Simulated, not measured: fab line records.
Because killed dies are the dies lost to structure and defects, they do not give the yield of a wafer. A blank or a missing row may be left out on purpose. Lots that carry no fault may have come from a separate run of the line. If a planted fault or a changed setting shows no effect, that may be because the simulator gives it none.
Split-lot experiment :: flow berkeley cmos170 :: 23 wafers read from 5 lots, route of 331 steps

== THE SPLIT ==
At UCB170_PLDD_IMPLANT_09, the setting dose cm2 was moved away from the recipe's 5e+13 on 9 of the 23 wafers read, by -6.8% to +4.6%. All remaining wafers had this setting at the recipe value.

== FROM THE SPLIT TO THE READING: what the file shows between them, 10 steps ==
- UCB170_PLDD_STRIP_10: strips in O2
- UCB170_PLDD_TW_MEAS_11
- UCB170_PSD_IMPLANT_08 (also split here: energy kev)
- UCB170_PSD_STRIP_09: strips in O2
- UCB170_PSD_TW_MEAS_10
- UCB170_BACKSIDE_COAT_01: resist thk 900 nm (also split here: resist thk nm)
- UCB170_BACKSIDE_SOFTBAKE_02: time 60 s
- UCB170_BACKSIDE_STRIP_03: strips in O2
- UCB170_BACKSIDE_CLEAN_04: cleans in SPM, time 600 s
- UCB170_SDANNEAL_RTA_00: time 10 s

== THE READING ==
At UCB170_SDANNEAL_RS_MEAS_04, a four-point-probe measurement gives PLDD_RS in ohm/sq. On this fab line, fault-free wafers typically give 1032 ohm/sq with a standard deviation of 3.6 ohm/sq.

wafer: L074.1
tool, chamber at the split: implanter-01, 0
dose cm2 as run: 5e+13
against the recipe: recipe
PLDD_RS, ohm/sq: 1031
against lot-mates on the recipe: -

wafer: L074.2
tool, chamber at the split: implanter-01, 0
dose cm2 as run: 5e+13
against the recipe: recipe
PLDD_RS, ohm/sq: 1032
against lot-mates on the recipe: -

wafer: L074.3
tool, chamber at the split: implanter-01, 0
dose cm2 as run: 5e+13
against the recipe: recipe
PLDD_RS, ohm/sq: 1033
against lot-mates on the recipe: -

wafer: L074.4
tool, chamber at the split: implanter-01, 0
dose cm2 as run: 5e+13
against the recipe: recipe
PLDD_RS, ohm/sq: 1030
against lot-mates on the recipe: -

wafer: L074.6
tool, chamber at the split: implanter-01, 0
dose cm2 as run: 5e+13
against the recipe: recipe
PLDD_RS, ohm/sq: 1032
against lot-mates on the recipe: -

wafer: L075.2
tool, chamber at the split: implanter-01, 0
dose cm2 as run: 5e+13
against the recipe: recipe
PLDD_RS, ohm/sq: 1033
against lot-mates on the recipe: -

wafer: L075.4
tool, chamber at the split: implanter-01, 0
dose cm2 as run: 5e+13
against the recipe: recipe
PLDD_RS, ohm/sq: 1037
against lot-mates on the recipe: -

wafer: L075.5
tool, chamber at the split: implanter-01, 0
dose cm2 as run: 5e+13
against the recipe: recipe
PLDD_RS, ohm/sq: 1036
against lot-mates on the recipe: -

wafer: L080.1
tool, chamber at the split: implanter-04, 0
dose cm2 as run: 4.659e+13
against the recipe: -6.8%
PLDD_RS, ohm/sq: 1066
against lot-mates on the recipe: +32

wafer: L080.3
tool, chamber at the split: implanter-04, 0
dose cm2 as run: 4.659e+13
against the recipe: -6.8%
PLDD_RS, ohm/sq: 1063
against lot-mates on the recipe: +30

wafer: L080.4
tool, chamber at the split: implanter-04, 0
dose cm2 as run: 5e+13
against the recipe: recipe
PLDD_RS, ohm/sq: 1034
against lot-mates on the recipe: -

wafer: L080.5
tool, chamber at the split: implanter-04, 0
dose cm2 as run: 5e+13
against the recipe: recipe
PLDD_RS, ohm/sq: 1033
against lot-mates on the recipe: -

wafer: L080.6
tool, chamber at the split: implanter-04, 0
dose cm2 as run: 4.659e+13
against the recipe: -6.8%
PLDD_RS, ohm/sq: 1064
against lot-mates on the recipe: +30

wafer: L076.1
tool, chamber at the split: implanter-01, 0
dose cm2 as run: 4.707e+13
against the recipe: -5.9%
PLDD_RS, ohm/sq: 1049
against lot-mates on the recipe: +22

wafer: L076.2
tool, chamber at the split: implanter-01, 0
dose cm2 as run: 5e+13
against the recipe: recipe
PLDD_RS, ohm/sq: 1027
against lot-mates on the recipe: -

wafer: L076.4
tool, chamber at the split: implanter-01, 0
dose cm2 as run: 4.707e+13
against the recipe: -5.9%
PLDD_RS, ohm/sq: 1053
against lot-mates on the recipe: +26

wafer: L076.5
tool, chamber at the split: implanter-01, 0
dose cm2 as run: 4.707e+13
against the recipe: -5.9%
PLDD_RS, ohm/sq: 1049
against lot-mates on the recipe: +22

wafer: L076.6
tool, chamber at the split: implanter-01, 0
dose cm2 as run: 5e+13
against the recipe: recipe
PLDD_RS, ohm/sq: 1028
against lot-mates on the recipe: -

wafer: L085.1
tool, chamber at the split: implanter-01, 0
dose cm2 as run: 5.232e+13
against the recipe: +4.6%
PLDD_RS, ohm/sq: 1016
against lot-mates on the recipe: -22

wafer: L085.2
tool, chamber at the split: implanter-01, 0
dose cm2 as run: 5e+13
against the recipe: recipe
PLDD_RS, ohm/sq: 1039
against lot-mates on the recipe: -

wafer: L085.4
tool, chamber at the split: implanter-01, 0
dose cm2 as run: 5.232e+13
against the recipe: +4.6%
PLDD_RS, ohm/sq: 1019
against lot-mates on the recipe: -19

wafer: L085.5
tool, chamber at the split: implanter-01, 0
dose cm2 as run: 5e+13
against the recipe: recipe
PLDD_RS, ohm/sq: 1037
against lot-mates on the recipe: -

wafer: L085.6
tool, chamber at the split: implanter-01, 0
dose cm2 as run: 5.232e+13
against the recipe: +4.6%
PLDD_RS, ohm/sq: 1017
against lot-mates on the recipe: -21

FIT RESULTS
A straight line over all 23 wafers: PLDD_RS changes by -3.76 ohm/sq for each +1% of dose cm2; r = -0.96; the points scatter about the line by 4 ohm/sq.
The same after taking each lot's own level away (the mean of its wafers on the recipe; 23 wafers): -4.31 ohm/sq for each +1%; r = -0.99; scatter 1.7 ohm/sq.
Per that fit: largest dose cm2 move, reading shift of 29 ohm/sq.
Across the lots, their own levels run from 1027.5 to 1038.0 ohm/sq, a range of 2.9 times the standard deviation given above.
Hence the slope depends on the lot-to-lot level, as the two fits are not the same.
Check: +28.6 ohm/sq against its lot-mates is what the line predicts for one of the wafers moved furthest among these (-6.8%) when that wafer is left out of the fit. Against them it came out at +32.5 ohm/sq.

== ADDITIONAL SPLITS CARRIED BY THESE WAFERS ==
Other splits were also applied to these wafers ahead of the reading. Each is held against what the fit with the lots' levels taken away leaves over:
other split on the same wafers: UCB170_NWELL_CVD_04 sih2cl2 flow sccm
wafers away from the commonest value: 15
r with PLDD_RS (lot level and that fit taken away): +0.38

other split on the same wafers: UCB170_PWELL_ETCH_14 rf w
wafers away from the commonest value: 6
r with PLDD_RS (lot level and that fit taken away): -0.41

other split on the same wafers: UCB170_ACTIVE_CVD_05 sih2cl2 flow sccm
wafers away from the commonest value: 18
r with PLDD_RS (lot level and that fit taken away): +0.15

other split on the same wafers: UCB170_ACTIVE_EXPOSE_10 dose mj
wafers away from the commonest value: 7
r with PLDD_RS (lot level and that fit taken away): -0.18

other split on the same wafers: UCB170_GATE_COAT_07 resist thk nm
wafers away from the commonest value: 10
r with PLDD_RS (lot level and that fit taken away): -0.24

other split on the same wafers: UCB170_PSD_IMPLANT_08 energy kev
wafers away from the commonest value: 9
r with PLDD_RS (lot level and that fit taken away): +0.46

other split on the same wafers: UCB170_BACKSIDE_COAT_01 resist thk nm
wafers away from the commonest value: 4
r with PLDD_RS (lot level and that fit taken away): +0.11

== THE WHOLE CHAIN: every reading that the file lists as answering this split, in the file's order ==
step: UCB170_PLDD_TW_MEAS_11
what it does: 
reading: PLDD_TW
change (the file's fit): +1.95 for each +1% of the setting
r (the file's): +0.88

step: UCB170_SDANNEAL_RS_MEAS_04
what it does: measures by four-point-probe
reading: PLDD_RS
change (the file's fit): -4.31 for each +1% of the setting
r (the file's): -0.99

== FILE'S OWN FIT ==
PLDD_RS changes by -4.31 ohm/sq for each +1% of dose cm2, r = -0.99.
